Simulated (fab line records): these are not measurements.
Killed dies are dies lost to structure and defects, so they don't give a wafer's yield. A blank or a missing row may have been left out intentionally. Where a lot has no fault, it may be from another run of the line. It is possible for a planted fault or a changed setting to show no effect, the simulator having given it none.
Split-lot trial ; flow rit_cmos ; 27 wafers read from 5 lots, route of 202 steps

== THE SPLIT ITSELF ==
At RIT_M1_SPUTTER_00 (material Al, target thk 400 nm, time 500 s), the setting time_s was moved away from the recipe's 500 s on 6 of the 27 wafers read, by -37.0% to +37.1%. All remaining wafers had this setting at the recipe value.

== FROM THE SPLIT TO THE READING: what the file shows between them, 5 steps ==
- RIT_M1_RS_MEAS_01: measures by four-point-probe
- RIT_M1_THK_MEAS_02: measures by xrf
- RIT_M1_DEVELOP_08: develop time 68 s (also split here: develop_time_s)
- RIT_M1_CD_MEAS_09: target cd 2600 nm
- RIT_M1_HARDBAKE_11: time 120 s

== THE READING ==
oes_product_au, in a.u., at RIT_M1_METAL_ETCH_12 (etches Al in Cl2/BCl3, stops on SiO2, time 165 s, target depth 600 nm). A value of 0.769 a.u. with a standard deviation of 0.012 a.u. is what fault-free wafers of this fab line usually give.

wafer;tool, chamber at the split;time_s as run, s;against the recipe;oes_product_au, a.u.;against lot-mates on the recipe
L076.1;pvd_sputter-01, -;500;recipe;0.764;-
L076.2;pvd_sputter-01, -;500;recipe;0.775;-
L076.3;pvd_sputter-01, -;500;recipe;0.777;-
L076.4;pvd_sputter-01, -;500;recipe;0.781;-
L076.5;pvd_sputter-01, -;500;recipe;0.778;-
L076.6;pvd_sputter-01, -;500;recipe;0.773;-
L078.1;pvd_sputter-01, -;500;recipe;0.756;-
L078.2;pvd_sputter-01, -;500;recipe;0.783;-
L078.3;pvd_sputter-01, -;315;-37.0%;0.602;-0.170
L078.4;pvd_sputter-01, -;315;-37.0%;0.626;-0.146
L078.5;pvd_sputter-01, -;500;recipe;0.776;-
L078.6;pvd_sputter-01, -;315;-37.0%;0.606;-0.166
L079.1;pvd_sputter-02, -;500;recipe;0.776;-
L079.2;pvd_sputter-02, -;500;recipe;0.784;-
L079.3;pvd_sputter-02, -;500;recipe;0.760;-
L079.4;pvd_sputter-02, -;500;recipe;0.773;-
L079.5;pvd_sputter-02, -;500;recipe;0.778;-
L079.6;pvd_sputter-02, -;500;recipe;0.782;-
L080.1;pvd_sputter-04, -;500;recipe;0.746;-
L080.2;pvd_sputter-04, -;500;recipe;0.765;-
L080.6;pvd_sputter-04, -;500;recipe;0.758;-
L085.1;pvd_sputter-02, -;500;recipe;0.784;-
L085.2;pvd_sputter-02, -;685.3;+37.1%;0.937;+0.155
L085.3;pvd_sputter-02, -;685.3;+37.1%;0.928;+0.146
L085.4;pvd_sputter-02, -;500;recipe;0.782;-
L085.5;pvd_sputter-02, -;500;recipe;0.779;-
L085.6;pvd_sputter-02, -;685.3;+37.1%;0.936;+0.154

FIT RESULTS
A straight line over all 27 wafers: oes_product_au changes by +0.00435 a.u. for each +1% of time_s; r = +0.99; the points scatter about the line by 0.01 a.u.
The same after taking each lot's own level away (the mean of its wafers on the recipe; 27 wafers): +0.00422 a.u. for each +1%; r = +0.99; scatter 0.008 a.u.
The reading moves by 0.16 a.u. for the largest change in time_s, on that fit.
From 0.7563 to 0.7817 a.u.: that is the span of the lots' own levels, equal to 2.1 times the standard deviation above.
So the lot-to-lot level changes the slope little: the two slopes agree.
Check: +0.155 a.u. against its lot-mates is what the line predicts for one of the wafers moved furthest among these (+37.1%) when that wafer is left out of the fit. It came out at +0.155 a.u. against them.

== ADDITIONAL SPLITS CARRIED BY THESE WAFERS ==
Note: prior to the reading, these wafers also went through further splits. Each is held against what the fit with the lots' levels taken away leaves over:
other split on the same wafers;wafers away from the commonest value;r with oes_product_au (lot level and that fit taken away)
RIT_SDANNEAL_CLEAN_00 time_s;18;+0.11
RIT_M1_DEVELOP_08 develop_time_s;9;-0.21

== THE WHOLE CHAIN: every reading that the file lists as answering this split, in the file's order ==
step;what it does;reading;change (the file's fit);r (the file's)
RIT_M1_SPUTTER_00;material Al, target thk 400 nm, time 500 s;Al_of_M1_SPUTTER_00.thk_nm (the simulator's own value, which no gauge read);+3.88 nm for each +1% of the setting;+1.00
RIT_M1_RS_MEAS_01;measures by four-point-probe;M1_AL_RS;-0.000844 for each +1% of the setting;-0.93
RIT_M1_THK_MEAS_02;measures by xrf;M1_AL_THK;+3.86 for each +1% of the setting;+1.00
RIT_M1_METAL_ETCH_12;etches Al in Cl2/BCl3, stops on SiO2, time 165 s, target depth 600 nm;oes_product_au;+0.00422 a.u. for each +1% of the setting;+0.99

== FILE'S OWN FIT ==
oes_product_au changes by +0.00422 a.u. for each +1% of time_s, r = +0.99.
